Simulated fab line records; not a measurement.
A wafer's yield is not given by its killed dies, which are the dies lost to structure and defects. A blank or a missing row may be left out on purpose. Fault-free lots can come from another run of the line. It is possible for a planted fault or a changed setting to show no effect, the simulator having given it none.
Code-filled problem report in 8D (eight disciplines) form :: flow ritCmos :: the parts of the form that need people (team, actions taken, sign-off) are left out

1. PROBLEM STATEMENT
Across 6 wafers from 2 lots, PLDD_OVL at RIT_PLDD_OVL_MEAS_06 averages -147.6 nm, while fault-free wafers read 0.4 nm with a standard deviation of 1.4. So: -99 or more standard deviations from the usual mean.
Earliest sighting: wafer L174.2 on overlay-01 at day 6 03:12. The record holds 42 wafers of 14 lots with a number at this step. Rule for "out" (also "out of limits"): further than 4 standard deviations from the usual mean. All remaining wafers that have a number are taken as sound.

2. WHAT IT IS, WHAT IT ISN'T
question: which readings at this step
is: PLDD_OVL
is not: -

question: which lots
is: L174, L175
is not: L158, L161, L162, L164, L166, L169, L171, L176, L178, L179, L180, L181

question: which wafers of those lots
is: all that have a number
is not: -

question: read on which gauges
is: overlay-01
is not: overlay-02

question: when
is: from day 6 03:12
is not: up to then (21 sound wafers); but 15 sound wafers of L176, L178, L179, L180, L181 came after

3. SUSPECTS, AND WHAT RULES EACH OUT
Counting: a tool at a process step up to the reading stays a suspect if it ran every lot that is out and no sound lot after the first of them.
- the gauge at RIT_PLDD_OVL_MEAS_06: kept. All the wafers that are out were read on overlay-01, and no step on other tools shows them out.
- ilineStepper-02 at RIT_PLDD_EXPOSE_03 (exposes mask M8, target cd 40900 nm): kept. It ran every lot that is out, first L174 (day 6 02:49), and no sound lot after that; its last sound lot up to then is L166 (day 4 11:25).
The count leaves overlay-01 at RIT_PLDD_OVL_MEAS_06 and ilineStepper-02 at RIT_PLDD_EXPOSE_03.

4. THE CAUSE (what the simulator had put in)
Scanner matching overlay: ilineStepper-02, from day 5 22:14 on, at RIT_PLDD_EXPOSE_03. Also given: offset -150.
Of the 2 suspects that counting leaves, this tool is one.

5. THE EFFECT CHAIN, in route order
Rows list readings where the struck wafers' mean (over those with a number) sits beyond 3 standard deviations from the usual. Readings are gone through only where the record gives a usual standard deviation; hours: the median, over the lots, of the time from a lot's start at the first step in this table giving one to that lot's start at this step; sigmas: the change measured in usual standard deviations.
hours: 0
step: RIT_PLDD_OVL_MEAS_06
reading: PLDD_OVL
usual: 0.4 nm
on struck wafers: -147.6
change: -148.0
sigmas: -99 or more

6. HOW IT WOULD HAVE BEEN CAUGHT EARLIER
5 hours passed between the start of the fault at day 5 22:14 and the first reading out of limits at a measuring or inspecting step in this record, taken at day 6 03:12.
Lots out: 2; of these, L175 started RIT_PLDD_EXPOSE_03 on ilineStepper-02 after day 6 03:12. Holding the tool at that time would have saved it.
